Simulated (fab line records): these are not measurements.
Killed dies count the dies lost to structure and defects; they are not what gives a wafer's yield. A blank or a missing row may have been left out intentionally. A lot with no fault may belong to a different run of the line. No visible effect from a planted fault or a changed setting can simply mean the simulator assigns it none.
Which tool did it? | flow ritCmos | Sampling: 7 lots, 21 wafers, 2 of 202 route steps

WHAT EACH GAUGE READ, for each wafer
RIT_GATE_CD_MEAS_90 targets a cd of 150 nm.
lot  | measured    | on       | cdNm (nm)
L510 | day 2 21:16 | cdSem-01 | 145.9 148.0 145.0
L513 | day 3 15:28 | cdSem-01 | 149.3 152.8 152.0
L515 | day 3 20:26 | cdSem-02 | 147.8 148.4 148.4
L517 | day 4 09:40 | cdSem-02 | 150.9 148.7 149.0
L523 | day 5 17:58 | cdSem-01 | - - -
L529 | day 6 23:14 | cdSem-01 | 149.8 151.0 149.7
L532 | day 7 15:28 | cdSem-01 | 146.4 148.0 143.3

WHAT TOOL EACH LOT RAN ON (gives the tool, then ch and the chambers of the sampled wafers, and finally the start)
lot  | RIT_GATE_ETCH_19
L510 | rieSi-02 ch 1,2,3, day 2 20:58
L513 | rieSi-01 ch 2,3, day 3 15:11
L515 | rieSi-01 ch 0,1, day 3 20:09
L517 | rieSi-01 ch 1,2,3, day 4 09:20
L523 | rieSi-01 ch 1,2, day 5 17:40
L529 | rieSi-01 ch 0,3, day 6 22:56
L532 | rieSi-02 ch 0,2,3, day 7 15:09
- RIT_GATE_ETCH_19: etches poly-Si in SF6/CHF3/O2, stops on SiO2, time 165 s, target depth 312.5 nm.

THE ANSWER, worked out from the rows above alone
Rule: usual is defined by the lots themselves. Put in order of their means at a reading, lots are off if they are a third of the lots or fewer, leave a main group of 4 or more, and stand apart from it by a gap of 3 or more times the standard deviation of the main group's means; of several such gaps the widest counts. Not used: any main group whose means are identical at the precision the tables above print for the reading. Also off: a lot with no number at a reading for which 4 or more lots have one. The other lots that the step has rows for count as sound.
Off at RIT_GATE_CD_MEAS_90 (cdNm): L523. Without a number there: L523. The main group: mean 148.6 nm, standard deviation 2.
If a tool, at a process step before that reading, ran all the lots that are off and no sound lot after the first of them, it fits. The gauges at RIT_GATE_CD_MEAS_90 are tried like those tools. Not one of the candidates tried fits.

WHAT WAS PUT IN BY THE SIMULATOR
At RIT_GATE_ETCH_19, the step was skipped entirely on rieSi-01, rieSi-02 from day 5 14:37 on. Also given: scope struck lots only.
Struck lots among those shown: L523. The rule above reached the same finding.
